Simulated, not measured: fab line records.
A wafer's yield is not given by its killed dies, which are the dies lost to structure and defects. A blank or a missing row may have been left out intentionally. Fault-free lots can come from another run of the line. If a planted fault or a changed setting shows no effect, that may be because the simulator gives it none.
What tool caused it? + flow rit-cmos + Sampling: 15 lots, 45 wafers, 5 of 202 route steps

WHAT THE GAUGES READ, wafer by wafer
RIT_ACTIVE_THK_MEAS_02.
| lot  | measured    | on            | ACTIVE_OXIDE_THK (nm) |
|------|-------------|---------------|-----------------------|
| L149 | day 1 15:35 | film-metro-03 | 46.7 46.4 46.8        |
| L150 | day 1 21:11 | film-metro-04 | 48.6 48.4 48.8        |
| L151 | day 2 02:50 | film-metro-02 | 46.8 47.5 46.7        |
| L152 | day 2 07:44 | film-metro-02 | 46.8 47.5 47.4        |
| L153 | day 2 14:37 | film-metro-02 | 48.0 48.1 48.4        |
| L155 | day 3 00:53 | film-metro-02 | 48.1 48.3 47.6        |
| L156 | day 3 00:53 | film-metro-04 | 47.1 48.2 46.9        |
| L157 | day 3 05:21 | film-metro-03 | 41.5 41.6 41.7        |
| L158 | day 3 10:07 | film-metro-04 | 42.9 42.6 42.6        |
| L160 | day 3 20:11 | film-metro-02 | 39.0 39.1 38.8        |
| L161 | day 4 01:32 | film-metro-04 | 46.4 47.1 47.4        |
| L162 | day 4 07:20 | film-metro-02 | 45.1 46.0 45.4        |
| L168 | day 5 12:24 | film-metro-03 | 47.4 46.9 46.4        |
| L171 | day 6 06:07 | film-metro-03 | 47.1 47.1 46.5        |
| L172 | day 6 09:37 | film-metro-02 | 46.2 46.4 45.8        |

RIT_REOX_THK_MEAS_04.
| lot  | measured    | on            | REOX_OXIDE_THK (nm) |
|------|-------------|---------------|---------------------|
| L149 | day 3 12:44 | film-metro-01 | 24.5 24.9 25.1      |
| L150 | day 3 19:05 | film-metro-01 | 24.8 24.9 24.7      |
| L151 | day 3 23:35 | film-metro-01 | 24.6 25.0 25.1      |
| L152 | day 4 00:29 | film-metro-04 | 25.6 25.5 25.6      |
| L153 | day 4 05:09 | film-metro-04 | 25.4 25.7 25.3      |
| L155 | day 4 12:42 | film-metro-03 | 25.1 25.3 25.1      |
| L156 | day 4 11:56 | film-metro-04 | 25.3 25.5 25.2      |
| L157 | day 4 16:23 | film-metro-03 | 24.8 24.6 24.4      |
| L158 | day 4 19:35 | film-metro-01 | 26.2 25.9 25.8      |
| L160 | day 5 05:43 | film-metro-04 | 25.2 25.4 25.3      |
| L161 | day 5 10:40 | film-metro-03 | 24.9 24.6 24.7      |
| L162 | day 5 16:02 | film-metro-04 | 25.5 25.3 25.5      |
| L168 | day 6 22:37 | film-metro-01 | 25.5 25.2 25.5      |
| L171 | day 7 13:17 | film-metro-03 | 25.0 25.1 25.3      |
| L172 | day 7 16:40 | film-metro-03 | 25.5 25.3 25.7      |

RIT_M1_RS_MEAS_01: measures by four-point-probe.
| lot  | measured    | on            | M1_AL_RS (ohm/sq)    |
|------|-------------|---------------|----------------------|
| L149 | day 4 01:45 | film-metro-02 | 0.0736 0.0737 0.0747 |
| L150 | day 4 08:23 | film-metro-03 | 0.0732 0.0733 0.0737 |
| L151 | day 4 13:35 | film-metro-03 | 0.0727 0.0724 0.0726 |
| L152 | day 4 13:44 | film-metro-04 | 0.0740 0.0737 0.0733 |
| L153 | day 4 20:16 | film-metro-04 | 0.0731 0.0741 0.0726 |
| L155 | day 5 02:28 | film-metro-02 | 0.0733 0.0736 0.0740 |
| L156 | day 5 00:57 | film-metro-03 | 0.0732 0.0728 0.0735 |
| L157 | day 5 06:11 | film-metro-03 | 0.0737 0.0733 0.0739 |
| L158 | day 5 08:54 | film-metro-04 | 0.0731 0.0734 0.0730 |
| L160 | day 5 18:56 | film-metro-03 | 0.0744 0.0736 0.0738 |
| L161 | day 5 23:32 | film-metro-04 | 0.0732 0.0732 0.0733 |
| L162 | day 6 04:41 | film-metro-02 | 0.0733 0.0738 0.0733 |
| L168 | day 7 11:40 | film-metro-02 | 0.0739 0.0731 0.0730 |
| L171 | day 8 01:50 | film-metro-03 | 0.0755 0.0752 0.0751 |
| L172 | day 8 04:56 | film-metro-02 | 0.0733 0.0727 0.0724 |

RIT_M1_CD_MEAS_90 targets a cd of 2600 nm.
| lot  | measured    | on        | cd-nm (nm)     |
|------|-------------|-----------|----------------|
| L149 | day 4 03:52 | cd-sem-01 | 2602 2601 2602 |
| L150 | day 4 10:31 | cd-sem-01 | 2605 2600 2603 |
| L151 | day 4 15:59 | cd-sem-02 | 2602 2600 2602 |
| L152 | day 4 16:11 | cd-sem-01 | 2595 2595 2594 |
| L153 | day 4 22:28 | cd-sem-02 | 2596 2601 2597 |
| L155 | day 5 04:48 | cd-sem-02 | 2602 2608 2602 |
| L156 | day 5 03:14 | cd-sem-02 | 2602 2601 2598 |
| L157 | day 5 08:10 | cd-sem-02 | 2597 2597 2599 |
| L158 | day 5 10:53 | cd-sem-02 | 2601 2602 2601 |
| L160 | day 5 21:07 | cd-sem-01 | 2597 2597 2598 |
| L161 | day 6 01:38 | cd-sem-02 | 2604 2603 2605 |
| L162 | day 6 06:40 | cd-sem-02 | 2595 2597 2596 |
| L168 | day 7 13:39 | cd-sem-02 | 2604 2603 2600 |
| L171 | day 8 03:55 | cd-sem-02 | 2600 2600 2598 |
| L172 | day 8 06:55 | cd-sem-01 | 2597 2596 2597 |

EACH LOT AND THE TOOL THAT RAN IT (in order: tool; ch and the chambers of the sampled wafers; start)
| lot  | RIT_ACTIVE_OXIDATION_01      |
|------|------------------------------|
| L149 | furnace-04 ch 0, day 1 13:37 |
| L150 | furnace-04 ch 0, day 1 19:16 |
| L151 | furnace-04 ch 0, day 2 00:54 |
| L152 | furnace-03 ch 0, day 2 05:47 |
| L153 | furnace-03 ch 0, day 2 12:40 |
| L155 | furnace-04 ch 0, day 2 22:56 |
| L156 | furnace-04 ch 0, day 2 22:56 |
| L157 | furnace-04 ch 0, day 3 03:25 |
| L158 | furnace-04 ch 0, day 3 08:09 |
| L160 | furnace-04 ch 0, day 3 18:14 |
| L161 | furnace-03 ch 0, day 3 23:35 |
| L162 | furnace-03 ch 0, day 4 05:23 |
| L168 | furnace-03 ch 0, day 5 10:28 |
| L171 | furnace-03 ch 0, day 6 04:10 |
| L172 | furnace-03 ch 0, day 6 07:40 |
- RIT_ACTIVE_OXIDATION_01: target thk 46.8 nm, ox time 3360 s.

WHAT THE TOOLS THEMSELVES READ (means of the sampled wafers that have a number; where no wafer has one, the mark that the record gives instead)
RIT_ACTIVE_OXIDATION_01.
| lot  | tool       | spike-tc-load-C (C) |
|------|------------|---------------------|
| L149 | furnace-04 | 1032.2              |
| L150 | furnace-04 | 1032.3              |
| L151 | furnace-04 | 1031.4              |
| L152 | furnace-03 | 1029.6              |
| L153 | furnace-03 | 1029.9              |
| L155 | furnace-04 | 1032.2              |
| L156 | furnace-04 | 1032.9              |
| L157 | furnace-04 | 1032.2              |
| L158 | furnace-04 | 1032.9              |
| L160 | furnace-04 | 1031.8              |
| L161 | furnace-03 | 1029.9              |
| L162 | furnace-03 | 1030.7              |
| L168 | furnace-03 | 1029.9              |
| L171 | furnace-03 | 1030.4              |
| L172 | furnace-03 | 1030.8              |

THE ANSWER, worked out from the rows above alone
Rule: what is usual is taken from the lots themselves. The widest of any qualifying gaps counts: lots, ordered by their means at a reading, are off when they make up no more than a third of the lots, leave a main group of 4 or more, and stand apart from it by 3 or more times the standard deviation of that group's means. A main group whose means are all the same, to the digits that the tables above print for the reading, isn't used. Also off: a lot with no number at a reading for which 4 or more lots have one. The other lots that the step has rows for count as sound. After the gauges, taken in route order, come the tools' own readings; for these a lot's mean is taken, as printed above. At the first step where some lot is off, the reading lying furthest off is the one used; lots without a number count as furthest.
Off: L157, L158, L160, seen at RIT_ACTIVE_THK_MEAS_02 (ACTIVE_OXIDE_THK). The main group has a mean of 47.1 nm with a standard deviation of 0.82.
If a tool, at a process step before that reading, ran all the lots that are off and no sound lot after the first of them, it fits. The gauges at RIT_ACTIVE_THK_MEAS_02 are tried like those tools. One fits: furnace-04 at RIT_ACTIVE_OXIDATION_01. Its last sound lot is L155 (day 2 22:56), its first lot that is off L157 (day 3 03:25): a fault that began between those two fits.

WHAT WAS PUT IN BY THE SIMULATOR
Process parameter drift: furnace-04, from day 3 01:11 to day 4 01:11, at RIT_ACTIVE_OXIDATION_01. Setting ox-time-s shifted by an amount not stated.
Lots struck among those shown: L157, L158, L160. The rule above found the same.
